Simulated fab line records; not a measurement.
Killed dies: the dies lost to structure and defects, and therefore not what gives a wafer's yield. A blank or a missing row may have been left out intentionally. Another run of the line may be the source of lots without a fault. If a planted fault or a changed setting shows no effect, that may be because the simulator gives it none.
Check of tool commonality || flow berkeley_cmos170 || Sampled: 14 lots, 42 wafers

REASON FOR OPENING
At UCB170_ACTIVE_THK_MEAS_06 the reading ACTIVE_NITRIDE_THK is flagged on 2 of 14 lots. No-fault wafers: 219.5 nm, standard deviation 2.
Rule: a lot gets a flag if all its wafers with a number sit over 4 standard deviations from that mean, or if no wafer of it has a number. All remaining lots are regarded as sound.

{"lot": "L158", "measured": "day 4 08:42", "on": "film_metro-02", "ACTIVE_NITRIDE_THK (nm), wafer by wafer": "220.8 219.4 219.6", "flag": ""}
{"lot": "L159", "measured": "day 5 05:18", "on": "film_metro-04", "ACTIVE_NITRIDE_THK (nm), wafer by wafer": "218.7 219.7 217.3", "flag": ""}
{"lot": "L160", "measured": "day 5 09:16", "on": "film_metro-03", "ACTIVE_NITRIDE_THK (nm), wafer by wafer": "218.9 218.9 219.7", "flag": ""}
{"lot": "L161", "measured": "day 5 09:16", "on": "film_metro-02", "ACTIVE_NITRIDE_THK (nm), wafer by wafer": "224.4 221.7 222.6", "flag": ""}
{"lot": "L162", "measured": "day 5 15:33", "on": "film_metro-03", "ACTIVE_NITRIDE_THK (nm), wafer by wafer": "217.9 216.2 216.8", "flag": ""}
{"lot": "L163", "measured": "day 5 15:33", "on": "film_metro-02", "ACTIVE_NITRIDE_THK (nm), wafer by wafer": "221.4 220.4 222.0", "flag": ""}
{"lot": "L164", "measured": "day 6 06:46", "on": "film_metro-03", "ACTIVE_NITRIDE_THK (nm), wafer by wafer": "221.4 220.9 220.9", "flag": ""}
{"lot": "L165", "measured": "day 6 06:46", "on": "film_metro-04", "ACTIVE_NITRIDE_THK (nm), wafer by wafer": "220.6 220.5 219.8", "flag": ""}
{"lot": "L167", "measured": "day 6 15:06", "on": "film_metro-03", "ACTIVE_NITRIDE_THK (nm), wafer by wafer": "216.3 214.9 217.0", "flag": ""}
{"lot": "L168", "measured": "day 6 15:07", "on": "film_metro-02", "ACTIVE_NITRIDE_THK (nm), wafer by wafer": "220.8 220.0 222.2", "flag": ""}
{"lot": "L166", "measured": "day 6 15:08", "on": "film_metro-04", "ACTIVE_NITRIDE_THK (nm), wafer by wafer": "218.8 219.1 218.1", "flag": ""}
{"lot": "L170", "measured": "day 7 09:13", "on": "film_metro-03", "ACTIVE_NITRIDE_THK (nm), wafer by wafer": "369.7 369.3 370.9", "flag": "FLAGGED"}
{"lot": "L169", "measured": "day 7 09:15", "on": "film_metro-02", "ACTIVE_NITRIDE_THK (nm), wafer by wafer": "371.7 372.5 371.4", "flag": "FLAGGED"}
{"lot": "L171", "measured": "day 7 18:10", "on": "film_metro-03", "ACTIVE_NITRIDE_THK (nm), wafer by wafer": "220.4 219.9 220.0", "flag": ""}
Average over the flagged lots: 370.9 nm; offset from the usual +151.4 nm, equal to +76 standard deviations.

LOT BY LOT: THE TOOL USED
The record keeps 1 process step preceding the reading, out of 331 steps on the route. Cell contents, in order: the tool; ch with the chambers the sampled wafers went through; the start.
{"lot": "L158", "flag": "", "UCB170_ACTIVE_CVD_05": "lpcvd-02 ch 0, day 4 06:46"}
{"lot": "L159", "flag": "", "UCB170_ACTIVE_CVD_05": "lpcvd-02 ch 0, day 5 03:23"}
{"lot": "L160", "flag": "", "UCB170_ACTIVE_CVD_05": "lpcvd-01 ch 0, day 5 07:20"}
{"lot": "L161", "flag": "", "UCB170_ACTIVE_CVD_05": "lpcvd-01 ch 1, day 5 07:20"}
{"lot": "L162", "flag": "", "UCB170_ACTIVE_CVD_05": "lpcvd-01 ch 1, day 5 13:38"}
{"lot": "L163", "flag": "", "UCB170_ACTIVE_CVD_05": "lpcvd-01 ch 1, day 5 13:38"}
{"lot": "L164", "flag": "", "UCB170_ACTIVE_CVD_05": "lpcvd-02 ch 0, day 6 04:51"}
{"lot": "L165", "flag": "", "UCB170_ACTIVE_CVD_05": "lpcvd-02 ch 1, day 6 04:51"}
{"lot": "L167", "flag": "", "UCB170_ACTIVE_CVD_05": "lpcvd-02 ch 1, day 6 13:11"}
{"lot": "L168", "flag": "", "UCB170_ACTIVE_CVD_05": "lpcvd-02 ch 0, day 6 13:11"}
{"lot": "L166", "flag": "", "UCB170_ACTIVE_CVD_05": "lpcvd-02 ch 0, day 6 13:11"}
{"lot": "L170", "flag": "FLAGGED", "UCB170_ACTIVE_CVD_05": "lpcvd-02 ch 1, day 7 07:18"}
{"lot": "L169", "flag": "FLAGGED", "UCB170_ACTIVE_CVD_05": "lpcvd-02 ch 1, day 7 07:18"}
{"lot": "L171", "flag": "", "UCB170_ACTIVE_CVD_05": "lpcvd-01 ch 1, day 7 16:14"}
What is done by these steps:
- UCB170_ACTIVE_CVD_05: deposits Si3N4 from SiH2Cl2/NH3, target thk 220 nm, time 3300 s.
- UCB170_ACTIVE_THK_MEAS_06

FLAGGED AGAINST TOTAL, ONE TOOL AT A TIME (gauges that did the reading follow at the end)
{"step": "UCB170_ACTIVE_CVD_05", "tool": "lpcvd-01", "lots run": 5, "flagged": 0, "share of the flagged lots": "none", "sound lots run after its first flagged lot": "-"}
{"step": "UCB170_ACTIVE_CVD_05", "tool": "lpcvd-02", "lots run": 9, "flagged": 2, "share of the flagged lots": "all", "sound lots run after its first flagged lot": 0}
{"step": "UCB170_ACTIVE_THK_MEAS_06", "tool": "film_metro-02", "lots run": 5, "flagged": 1, "share of the flagged lots": "some", "sound lots run after its first flagged lot": 0}
{"step": "UCB170_ACTIVE_THK_MEAS_06", "tool": "film_metro-03", "lots run": 6, "flagged": 1, "share of the flagged lots": "some", "sound lots run after its first flagged lot": "1 (L171)"}
{"step": "UCB170_ACTIVE_THK_MEAS_06", "tool": "film_metro-04", "lots run": 3, "flagged": 0, "share of the flagged lots": "none", "sound lots run after its first flagged lot": "-"}

WHAT IS ALLOWED BY THE TABLE
In the table, 1 row covers all flagged lots: lpcvd-02 at UCB170_ACTIVE_CVD_05.
- lpcvd-02 at UCB170_ACTIVE_CVD_05 ran 9 lots, 2 of them flagged. It ran its last sound lot, L166, at day 6 13:11 and its first flagged lot, L169, at day 7 07:18: a fault with its onset between the two fits. Its own readings lie more than 4 standard deviations out on every wafer of the flagged lots: spike_tc_centre_C, spike_tc_load_C, spike_tc_source_C, susceptor_temp_C.
One tool is left: lpcvd-02 at UCB170_ACTIVE_CVD_05.

WHAT THE SIMULATOR PUT IN
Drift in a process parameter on lpcvd-02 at UCB170_ACTIVE_CVD_05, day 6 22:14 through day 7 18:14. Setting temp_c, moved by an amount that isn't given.
Lots struck among those shown: L170, L169. The rule above reached the same finding.
